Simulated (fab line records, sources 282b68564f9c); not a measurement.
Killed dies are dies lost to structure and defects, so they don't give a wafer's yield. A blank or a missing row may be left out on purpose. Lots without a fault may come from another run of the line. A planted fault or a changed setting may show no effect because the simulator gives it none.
fab line records | flow rit_cmos
record lots=5 wafers=15 last_day=7
route steps=202 shown NSD@133 PSD@142 SDANNEAL@153
lots that met no fault: from a run of the same line without faults
start_h: hours from the record's first day to the start of the lot's first wafer shown | wait_h: hours since the lot's step before | " the same as in the row above | L1.1+2: a row that stands for several wafers | - no value, or no start given | * or withheld: withheld | < > ~ a bound
route shown NAME@n: a module of which the file shows steps, and the number in the route of the first | usual: mean/standard deviation of fault-free wafers | same: alike in all rows | chamber/n: place in a boat | sites: the reading at each site | _std_site: their standard deviation | _edge_site: outer sites' mean less inner sites' | radius_mm: how far each site lies from the wafer's centre | mask NAME#n: copy n | behind: the tool/chamber that last shaped the wafer | hold: why the lot was held/for how many hours/how that ended | device: the transistor (n, p or np) that didn't switch | end of line: the same wafers' tests at the end of the route | a step without rows: its recipe alone | killed: dies lost to structure and defects at the first sort, not the wafer's yield | map: a wafer's dies, x killed, . not, _ none there
set.NAME: the setting as run; set.NAME@STEP: as run at that earlier step | model.NAME: the simulator's own value behind a step, which no gauge read
lots at some steps of the route; a table a step, a row a wafer
services: from which hour (start_h, from the record's first day; less than 0 if before it) a tool's chamber was out of use, for how many hours, and why
## steps
# step RIT_NSD_SOFTBAKE_02
# recipe resist=NOVOLAK temp_c=90 time_s=60
# step RIT_NSD_EXPOSE_03
# recipe mask_id=M9 na=0.57 target_cd_nm=40700 dose_mj=250
# step RIT_NSD_PEB_04
# recipe resist=NOVOLAK temp_c=withheld time_s=withheld
# step RIT_NSD_DEVELOP_05
# recipe resist=NOVOLAK develop_time_s=50 dev_temp_c=23
# step RIT_NSD_OVL_MEAS_06
# usual NSD_OVL=0.2/1.4
# columns lot.wafer tool chamber start_h wait_h NSD_OVL[nm]
L779.1 overlay-01 - 51.07 - 2.1
L779.3 " - " " 0.4
L779.4 " - " " 0.9
L783.2 overlay-01 - 70.69 - 1.2
L783.4 " - " " 0.6
L783.5 " - " " 0.9
L795.1 overlay-01 - 127.62 - -2.1
L795.4 " - " " -1.0
L795.5 " - " " -2.9
L797.1 overlay-02 - 137.45 - 0.0
L797.3 " - " " -2.8
L797.4 " - " " -0.4
L799.1 overlay-02 - 147.10 - 1.7
L799.2 " - " " 0.6
L799.4 " - " " 2.1
# step RIT_NSD_HARDBAKE_07
# recipe resist=NOVOLAK temp_c=140 time_s=60
# step RIT_NSD_IMPLANT_08
# recipe species=P energy_kev=24.73 dose_cm2=1e+15 tilt_deg=7
# step RIT_NSD_STRIP_09
# recipe chemistry=O2 time_s=180 resist=NOVOLAK platen_temp_c=withheld power_w=500 pressure_mtorr=4000 o2_flow_sccm=4000
# usual drypump_motor_current_A=5.74/0.28 rf_refl_power_W=7.3/0.95
# columns lot.wafer tool chamber start_h wait_h drypump_motor_current_A rf_hours_counter_h rf_refl_power_W
L779.1 plasma_asher-01 0 51.40 0.1 5.41 39 7.2
L779.3 " 0 " " 5.42 - 7.3
L779.4 " 1 " " 6.13 - 9.2
L783.2 plasma_asher-02 0 71.02 0.1 6.03 27 7.0
L783.4 " 0 " " 6.04 - 7.0
L783.5 " 1 " " 5.33 - 6.1
L795.1 plasma_asher-01 1 127.96 0.1 6.14 46 9.0
L795.4 " 0 " " 5.43 - 6.9
L795.5 " 1 " " 6.11 - 8.8
L797.1 plasma_asher-02 1 137.79 0.1 5.32 35 6.2
L797.3 " 0 " " 6.02 - 7.5
L797.4 " 1 " " 5.32 - 6.2
L799.1 plasma_asher-04 0 147.43 0.1 5.74 3 6.8
L799.2 " 1 " " 5.81 3 7.8
L799.4 " 1 " " 5.81 - 7.9
# step RIT_NSD_TW_MEAS_10
# usual NSD_TW=3135/16
# columns lot.wafer tool chamber start_h wait_h NSD_TW
L779.1 film_metro-02 - 51.58 0.1 3120
L779.3 " - " " 3125
L779.4 " - " " 3135
L783.2 film_metro-02 - 71.20 0.1 3138
L783.4 " - " " 3141
L783.5 " - " " 3138
L795.1 film_metro-01 - 128.13 0.1 3135
L795.4 " - " " 3124
L795.5 " - " " 3133
L797.1 film_metro-02 - 137.96 0.1 3137
L797.3 " - " " 3140
L797.4 " - " " 3146
L799.1 film_metro-01 - 147.61 0.1 3129
L799.2 " - " " 3128
L799.4 " - " " 3165
# step RIT_PSD_HMDS_00
# recipe prime_time_s=60 prime_temp_c=140
# step RIT_PSD_COAT_01
# recipe resist=NOVOLAK spin_rpm=3250 resist_thk_nm=1000
# step RIT_PSD_SOFTBAKE_02
# recipe resist=NOVOLAK temp_c=90 time_s=60
# step RIT_PSD_EXPOSE_03
# recipe mask_id=M10 na=0.57 target_cd_nm=40900 dose_mj=250
# columns lot.wafer tool chamber start_h wait_h mask
L779.1+3+4 iline_stepper-01 0 52.21 0.2 M10#0
L783.2+4+5 iline_stepper-02 0 71.72 0.1 M9#0
L795.1+4+5 iline_stepper-02 0 128.77 0.2 M10#0
L797.1+3+4 iline_stepper-01 0 138.60 0.2 M10#0
L799.1+2+4 iline_stepper-02 0 148.12 0.1 M10#0
# step RIT_PSD_PEB_04
# recipe resist=NOVOLAK temp_c=withheld time_s=withheld
# step RIT_PSD_DEVELOP_05
# recipe resist=NOVOLAK develop_time_s=50 dev_temp_c=23
# step RIT_PSD_OVL_MEAS_06
# usual PSD_OVL=0.3/1.4
# columns lot.wafer tool chamber start_h wait_h PSD_OVL[nm]
L779.1 overlay-02 - 52.61 - -1.3
L779.3 " - " " -1.7
L779.4 " - " " 0.0
L783.2 overlay-02 - 72.11 - -
L783.4 " - " " -
L783.5 " - " " -
L795.1 overlay-02 - 129.17 - 1.5
L795.4 " - " " 0.1
L795.5 " - " " 0.0
L797.1 overlay-01 - 139.00 - 2.0
L797.3 " - " " 0.6
L797.4 " - " " 2.4
L799.1 overlay-02 - 148.52 - -0.5
L799.2 " - " " 0.2
L799.4 " - " " 1.6
# step RIT_PSD_HARDBAKE_07
# recipe resist=NOVOLAK temp_c=139.6 time_s=60
# step RIT_PSD_IMPLANT_08
# recipe species=BF2 energy_kev=27 dose_cm2=5e+15 tilt_deg=7
# step RIT_PSD_STRIP_09
# recipe chemistry=O2 time_s=180 resist=NOVOLAK platen_temp_c=withheld power_w=500 pressure_mtorr=4000 o2_flow_sccm=4000
# usual drypump_motor_current_A=5.87/0.26 rf_refl_power_W=7.8/0.79
# columns lot.wafer tool chamber start_h wait_h drypump_motor_current_A rf_hours_counter_h rf_refl_power_W
L779.1 plasma_asher-01 0 52.95 0.1 5.42 40 6.8
L779.3 " 0 " " 5.41 - 7.1
L779.4 " 1 " " 6.13 - 9.0
L783.2 plasma_asher-03 0 72.44 0.1 6.07 43 8.0
L783.4 " 0 " " 6.09 - 7.7
L783.5 " 1 " " 6.01 - 8.3
L795.1 plasma_asher-04 0 129.50 0.1 5.76 1 6.5
L795.4 " 1 " " 5.81 - 7.7
L795.5 " 0 " " 5.73 - 6.5
L797.1 plasma_asher-01 0 139.33 0.1 5.44 47 6.9
L797.3 " 1 " " 6.12 - 9.0
L797.4 " 0 " " 5.41 - 7.2
L799.1 plasma_asher-03 1 148.85 0.1 6.01 52 8.1
L799.2 " 0 " " 6.11 52 7.9
L799.4 " 0 " " 6.11 - 8.1
# step RIT_PSD_TW_MEAS_10
# usual PSD_TW=3452/21
# columns lot.wafer tool chamber start_h wait_h PSD_TW
L779.1 film_metro-01 - 53.12 0.1 3414
L779.3 " - " " 3441
L779.4 " - " " 3440
L783.2 film_metro-02 - 72.62 0.1 30
L783.4 " - " " 30
L783.5 " - " " 31
L795.1 film_metro-02 - 129.68 0.1 3461
L795.4 " - " " 3481
L795.5 " - " " 3451
L797.1 film_metro-01 - 139.51 0.1 3463
L797.3 " - " " 3445
L797.4 " - " " 3449
L799.1 film_metro-03 - 149.03 0.1 3468
L799.2 " - " " 3457
L799.4 " - " " 3470
# step RIT_SDANNEAL_CLEAN_00
# recipe chemistry=SC1 mix=3:3:50 time_s=600 temp_c=75
## services
# columns tool chamber start_h hours kind
iline_stepper-02 - 28.05 0.7 repair
plasma_asher-02 - 33.23 0.7 repair
iline_stepper-01 - 39.23 2.1 pm
iline_stepper-01 - 41.32 - consumable_replace:lamp
iline_stepper-02 0 49.84 - calibration
plasma_asher-01 - 74.94 15.6 pm
iline_stepper-01 - 94.29 4.7 repair
iline_stepper-02 - 101.10 - consumable_replace:lamp
plasma_asher-01 - 106.05 2.8 repair
plasma_asher-04 - 108.81 9.0 pm
plasma_asher-04 0 108.81 9.0 vent_cycle
plasma_asher-04 1 108.81 9.0 vent_cycle
plasma_asher-02 - 116.39 3.3 repair
plasma_asher-04 0 117.81 - clean
plasma_asher-04 1 117.81 - clean
iline_stepper-02 - 119.09 6.5 repair
## key
first_sign step=RIT_PSD_EXPOSE_03 reading=mask direction=changed
effect step=RIT_PSD_OVL_MEAS_06 reading=PSD_OVL direction=missing
effect step=RIT_PSD_TW_MEAS_10 reading=PSD_TW direction=down sigmas=99+ usual=3452 struck=30
met_at RIT_PSD_EXPOSE_03
struck_wafers L783.2,L783.4,L783.5
sort_left_out L783.2,L783.4,L783.5
tester_left_out L783
fault kind=wrong_mask tool=any chamber=- onset_h=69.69 steps=RIT_PSD_EXPOSE_03 aux_copy=M9#0 scope=struck_lots_only
# tester_left_out: of these lots the tester's yield and bins aren't shown, on N5 and GAA mostly nor the transistor test; their killed dies are dies lost to structure and defects alone, not to doping, threshold or leakage, so they don't give the yield
# sort_left_out: the simulated sort isn't trusted on such a fault, so these wafers' sort isn't shown, and their yield isn't known
